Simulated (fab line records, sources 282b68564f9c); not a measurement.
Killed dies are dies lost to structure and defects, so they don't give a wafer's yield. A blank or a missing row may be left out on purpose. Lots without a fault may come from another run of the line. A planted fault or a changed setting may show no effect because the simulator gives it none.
One fault seen from 2 desks | flow rit_cmos | each desk has only its own numbers; what lay behind them comes last

THE METROLOGY DESK
What the gauges read, lot by lot, whatever tool the lot ran on: means of the sampled wafers that have a number. A lot is out of limits, marked OUT, if its mean lies more than 4 standard deviations from the usual mean; the brackets give that distance.
Columns: A = PLDD_OVL at RIT_PLDD_OVL_MEAS_06, usual 0.7 nm
lot  | first seen here | A
L602 | day 3 01:20     | 2.4
L603 | day 3 06:43     | 1.1
L604 | day 3 14:19     | -0.6
L605 | day 3 18:50     | -0.1
L606 | day 3 23:34     | 2.3
L607 | day 4 01:29     | 0.7
L611 | day 4 20:13     | 129.4 (+92) OUT
L612 | day 4 21:56     | 133.2 (+95) OUT
L613 | day 5 03:11     | 129.7 (+92) OUT
L617 | day 5 22:55     | 0.6
L621 | day 6 17:53     | 2.6
L622 | day 6 23:40     | 0.3
This desk's finding: out of limits on L611, L612, L613; first on L611, day 4 20:13 (PLDD_OVL at RIT_PLDD_OVL_MEAS_06). In limits: L602, L603, L604, L605, L606, L607, L617, L621, L622.

THE TOOL OWNER'S DESK: iline_stepper-01
The tool's own readings at RIT_PLDD_EXPOSE_03 (exposes mask M8, target cd 40900 nm): means of the sampled wafers that have a number, for each lot that ran on this tool. A lot is out of limits, marked OUT, if its mean lies more than 4 standard deviations from the usual mean; the brackets give that distance.
Columns: A = reticle_temp_C at RIT_PLDD_EXPOSE_03, usual 22.98 C
lot  | first seen here | A
L604 | day 3 13:55     | 22.89
L611 | day 4 19:49     | 22.95
L612 | day 4 21:34     | 22.97
L613 | day 5 02:49     | 23.06
This desk's finding: nothing out of limits on any of the 4 lots.

PUT TOGETHER
The metrology desk could have raised an alarm at day 4 20:13, on L611, L612, L613.
The tool owner's desk saw nothing out of limits.
The tool owner's desk has L611, L612, L613 on record, within its limits.
Of the lots named, all ran RIT_PLDD_EXPOSE_03 on iline_stepper-01.

WHAT THE SIMULATOR HAD PUT IN
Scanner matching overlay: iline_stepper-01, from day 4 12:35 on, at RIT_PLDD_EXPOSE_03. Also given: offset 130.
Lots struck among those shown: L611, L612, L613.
Hours from the fault's start to each desk's first reading out of limits: the metrology desk, 8.
